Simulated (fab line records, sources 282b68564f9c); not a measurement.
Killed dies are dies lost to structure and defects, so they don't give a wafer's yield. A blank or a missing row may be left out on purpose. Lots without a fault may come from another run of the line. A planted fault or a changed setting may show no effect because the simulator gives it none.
A struck lot beside a sound one | flow rit_cmos | 15 steps out of a route of 202
Sound: wafers L729.2, L729.5, L729.6. Struck: wafers L744.2, L744.5, L744.6. The cause comes at the end.
At each step with rows: each side's tool, then ch and its chambers, then its first start. Under that, the readings that differ: sound wafers | struck wafers | difference of the means | sigmas: that difference in standard deviations of wafers without a fault.
alike: readings whose means differ by less than 2 such deviations, and words and numbers that are the same on both sides. not compared: withheld readings, readings that some wafer has no value for, bounds like >300 that may hide the same value, and numbers for which the record gives no deviation and whose values overlap.
The two part at a step that has a row with sigmas, a row that says differs or no value, or rows on one side only. Numbers that don't overlap but have no deviation are shown without sigmas and don't part them. A reading that every wafer of one side lacks parts them only if that side has two wafers or more.

first, 2 steps without rows for these wafers: RIT_NWELL_HARDBAKE_07 (time 120 s); RIT_NWELL_IMPLANT_08.
RIT_NWELL_STRIP_09: strips in O2, time 180 s.
  sound on plasma_asher-02 ch 0,1, day 2 08:18; struck on plasma_asher-02 ch 0,1, day 5 12:54
  alike: drypump_motor_current_A, o2_flow_sccm
  not compared: rf_hours_counter_h
RIT_NWELL_TW_MEAS_10:
  sound on film_metro-01, day 2 08:29; struck on film_metro-01, day 5 13:05
  alike: NWELL_TW
then, 6 steps without rows for these wafers: RIT_PWELL_HMDS_00 (prime time 60 s); RIT_PWELL_COAT_01 (resist thk 1300 nm); RIT_PWELL_SOFTBAKE_02 (time 60 s); RIT_PWELL_EXPOSE_03 (exposes mask M3, target cd 43700 nm); RIT_PWELL_PEB_04; RIT_PWELL_DEVELOP_05 (develop time 68 s).
RIT_PWELL_OVL_MEAS_06:
  sound on overlay-01, day 2 09:25; struck on overlay-01, day 5 14:09
  alike: PWELL_OVL
then, 1 step without rows for these wafers: RIT_PWELL_HARDBAKE_07 (time 120 s).
RIT_PWELL_IMPLANT_08:
  sound on implanter-01 ch 0, day 2 09:44; struck on implanter-04 ch 0, day 5 14:27
  reading                   | sound                | struck               | difference | sigmas
  beam_energy_keV           | 170.03 170.03 170.02 | 160.55 160.57 160.54 | -9.47      | -99 or more
  model.implant.rp_nm (nm)  | 469.3 469.3 469.3    | 460.9 460.9 460.9    | -8.4       |
  model.implant.drp_nm (nm) | 102.9 102.9 102.9    | 100.8 100.8 100.8    | -2.1       |
  alike: end_station_pressure_torr
RIT_PWELL_STRIP_09: strips in O2, time 180 s.
  sound on plasma_asher-04 ch 0,1, day 2 09:51; struck on plasma_asher-03 ch 0,1, day 5 14:35
  alike: drypump_motor_current_A, o2_flow_sccm
  not compared: rf_hours_counter_h
RIT_M1_PROBE_99:
  sound on prober-01, day 3 20:20; struck on prober-01, day 7 03:53
  alike: killed_at_M0_to_M3, killed_at_front_end, killed_dies, killed_open, killed_short

WHERE THEY PART
Only at RIT_PWELL_IMPLANT_08, within this record. Later steps at which nothing parts them and some readings are alike: RIT_PWELL_STRIP_09, RIT_M1_PROBE_99.

WHY: what the simulator had put in
Process parameter drift: implanter-04, from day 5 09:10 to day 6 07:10, at RIT_PWELL_IMPLANT_08. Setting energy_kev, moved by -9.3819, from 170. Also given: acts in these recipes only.
